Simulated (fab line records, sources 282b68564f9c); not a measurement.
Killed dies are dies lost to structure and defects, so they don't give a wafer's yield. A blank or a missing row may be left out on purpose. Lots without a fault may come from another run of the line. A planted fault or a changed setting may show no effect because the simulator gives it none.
A struck lot beside a sound one | flow rit_cmos | 44 steps out of a route of 202
Sound: wafers L456.2, L456.5, L456.6. Struck: wafers L455.1, L455.2, L455.4. The cause comes at the end.
At each step with rows: each side's tool, then ch and its chambers, then its first start. Under that, the readings that differ: sound wafers | struck wafers | difference of the means | sigmas: that difference in standard deviations of wafers without a fault.
alike: readings whose means differ by less than 2 such deviations, and words and numbers that are the same on both sides. not compared: withheld readings, readings that some wafer has no value for, bounds like >300 that may hide the same value, and numbers for which the record gives no deviation and whose values overlap.
The two part at a step that has a row with sigmas, a row that says differs or no value, or rows on one side only. Numbers that don't overlap but have no deviation are shown without sigmas and don't part them. A reading that every wafer of one side lacks parts them only if that side has two wafers or more.

first, 1 step without rows for these wafers: RIT_PRETRO_IMPLANT_08.
RIT_PRETRO_STRIP_09: strips in O2, time 180 s.
  sound on plasma_asher-01 ch 0,1, day 3 19:15; struck on plasma_asher-01 ch 0,1, day 3 17:40
  alike: drypump_motor_current_A
  not compared: rf_hours_counter_h
RIT_PRETRO_TW_MEAS_10:
  sound on film_metro-01, day 3 19:26; struck on film_metro-01, day 3 17:51
  alike: PRETRO_TW
then, 5 steps without rows for these wafers: RIT_GATE_WET_ETCH_00 (etches SiO2 in BOE, target depth 56 nm, time 60 s); RIT_GATE_CLEAN_01 (cleans in SC1, time 600 s); RIT_GATE_CLEAN_02 (cleans in dHF, time 30 s); RIT_GATE_CLEAN_03 (cleans in SC2, time 600 s); RIT_GATE_CLEAN_04 (cleans in dHF, time 60 s).
RIT_FOX2_THK_MEAS_91:
  sound on film_metro-03, day 3 19:56; struck on film_metro-03, day 3 18:20
  alike: FIELD_OXIDE_LEFT_2_THK
then, 2 steps without rows for these wafers: RIT_GATE_OXIDATION_05 (target thk 3 nm, ox time 270 s); RIT_GATE_ANNEAL_06 (time 600 s).
RIT_GATE_THK_MEAS_07:
  sound on film_metro-03, day 3 22:04; struck on film_metro-01, day 3 21:34
  alike: GATE_OXIDE_THK
RIT_GATE_CVD_08: deposits poly-Si from SiH4, target thk 250 nm, time 2220 s.
  sound on lpcvd-02 ch 1, day 3 23:14; struck on lpcvd-01 ch 1, day 3 21:38
  reading                                  | sound               | struck            | difference | sigmas
  sih4_flow_sccm (sccm)                    | 100.26 100.16 99.89 | 80.15 80.08 79.65 | -20.14     | -69
  model.poly-Si_of_GATE_CVD_08.thk_nm (nm) | 248.5 250.7 252.1   | 201.4 202.5 199.7 | -49.2      |
RIT_GATE_THK_MEAS_09:
  sound on film_metro-03, day 4 00:52; struck on film_metro-04, day 3 23:15
  reading            | sound             | struck            | difference | sigmas
  GATE_POLY_THK (nm) | 248.4 250.7 252.4 | 201.4 202.8 199.8 | -49.2      | -26
then, 6 steps without rows for these wafers: RIT_GATE_HMDS_10 (prime time 60 s); RIT_GATE_COAT_11 (resist thk 850 nm); RIT_GATE_SOFTBAKE_12 (time 60 s); RIT_GATE_EXPOSE_13 (exposes mask M6, target cd 150 nm); RIT_GATE_PEB_14; RIT_GATE_DEVELOP_15 (develop time 50 s).
RIT_GATE_CD_MEAS_16: target cd 150 nm.
  sound on cd_sem-01, day 4 01:47; struck on cd_sem-01, day 4 00:25
  alike: cd_nm
RIT_GATE_OVL_MEAS_17:
  sound on overlay-02, day 4 01:53; struck on overlay-02, day 4 00:32
  alike: GATE_OVL
then, 1 step without rows for these wafers: RIT_GATE_HARDBAKE_18 (time 60 s).
RIT_GATE_ETCH_19: etches poly-Si in SF6/CHF3/O2, stops on SiO2, time 165 s, target depth 312.5 nm.
  sound on rie_si-02 ch 1,3, day 4 02:04; struck on rie_si-01 ch 0,2,3, day 4 00:43
  reading                          | sound             | struck            | difference | sigmas
  oes_product_au (a.u.)            | 0.823 0.831 0.891 | 0.744 0.719 0.729 | -0.118     | -7
  model.etch.depth_nm (nm)         | 248.5 250.7 252.1 | 201.4 202.5 199.7 | -49.2      |
  model.GATE.feature_depth_nm (nm) | 248.5 250.7 252.1 | 201.4 202.5 199.7 | -49.2      |
  alike: O2_flow_sccm, drypump_motor_current_A, throttle_valve_pct
  not compared: rf_hours_counter_h
RIT_GATE_STRIP_20: strips in O2, time 180 s.
  sound on plasma_asher-04 ch 0,1, day 4 02:11; struck on plasma_asher-01 ch 0,1, day 4 00:50
  alike: drypump_motor_current_A
  not compared: rf_hours_counter_h
RIT_GATE_CD_MEAS_90: target cd 150 nm.
  sound on cd_sem-02, day 4 02:23; struck on cd_sem-01, day 4 01:01
  alike: cd_nm
then, 4 steps without rows for these wafers: RIT_REOX_CLEAN_00 (cleans in SC1, time 600 s); RIT_REOX_CLEAN_01 (cleans in dHF, time 30 s); RIT_REOX_CLEAN_02 (cleans in SC2, time 600 s); RIT_REOX_OXIDATION_03 (target thk 25.2 nm, ox time 5580 s).
RIT_REOX_THK_MEAS_04:
  sound on film_metro-04, day 4 08:17; struck on film_metro-04, day 4 05:07
  alike: REOX_OXIDE_THK
then, 6 steps without rows for these wafers: RIT_NLDD_HMDS_00 (prime time 60 s); RIT_NLDD_COAT_01 (resist thk 1000 nm); RIT_NLDD_SOFTBAKE_02 (time 60 s); RIT_NLDD_EXPOSE_03 (exposes mask M7, target cd 40700 nm); RIT_NLDD_PEB_04; RIT_NLDD_DEVELOP_05 (develop time 50 s).
RIT_NLDD_OVL_MEAS_06:
  sound on overlay-01, day 4 09:11; struck on overlay-01, day 4 06:08
  alike: NLDD_OVL
then, 2 steps without rows for these wafers: RIT_NLDD_HARDBAKE_07 (time 60 s); RIT_NLDD_IMPLANT_08.
RIT_NLDD_STRIP_09: strips in O2, time 180 s.
  sound on plasma_asher-03 ch 0,1, day 4 09:31; struck on plasma_asher-01 ch 0,1, day 4 06:29
  alike: drypump_motor_current_A
  not compared: rf_hours_counter_h
RIT_NLDD_TW_MEAS_10:
  sound on film_metro-02, day 4 09:42; struck on film_metro-03, day 4 06:39
  alike: NLDD_TW
RIT_SDANNEAL_CLEAN_02: cleans in SC2, time 600 s.
  sound on wet_bench-03 ch 0, day 4 17:15; struck on wet_bench-02 ch 2, day 4 14:13
  reading                                  | sound           | struck            | difference | sigmas
  bath_heat_duty_pct (%)                   | 15.2 14.0 14.0  | 18.2 17.7 16.5    | +3.1       | +2
  model.poly-Si_of_GATE_CVD_08.thk_nm (nm) | 163.8 164.2 167 | 112.9 115.3 113.4 | -51.1      |
RIT_M1_PROBE_99:
  sound on prober-02, day 5 00:58; struck on prober-01, day 4 22:28
  reading                             | sound             | struck            | difference | sigmas
  killed_at_contacts                  | 0 0 0             | 2 0 0             | +1         | +2
  model.etest.pmos_turned.r_on_ohm_um | 3438 3415 3399    | 3116 3160 3058    | -306       |
  model.etest.nmos_0p3.r_on_ohm_um    | 2120 2117 2137    | 2071 2074 2017    | -71        |
  model.etest.nmos_turned.drive_ua_um | 326.1 327.3 323   | 404.6 397.5 412.4 | +79.4      |
  model.etest.pmos_turned.drive_ua_um | 187.9 191.7 188.8 | 219.2 216.3 226.2 | +31.1      |
  model.etest.nmos_0p15.drive_ua_um   | 473.7 479.3 475.5 | 494.2 484.3 503.3 | +17.8      |
  model.etest.nmos_0p3.drive_ua_um    | 230.3 232.3 225.5 | 242 236.4 244.3   | +12        |
  alike: killed_at_M0_to_M3, killed_at_front_end, killed_dies, killed_on_rim, killed_open, killed_short
  not compared: model.etest.nmos_narrow.drive_ua_um, model.etest.ppoly_line.rs_ohm_sq

WHERE THEY PART
First at RIT_GATE_CVD_08; last, within this record, at RIT_M1_PROBE_99.

WHY: what the simulator had put in
Process parameter drift: lpcvd-01, from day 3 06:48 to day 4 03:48, at RIT_GATE_CVD_08. Setting sih4_flow_sccm, moved by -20, from 100.
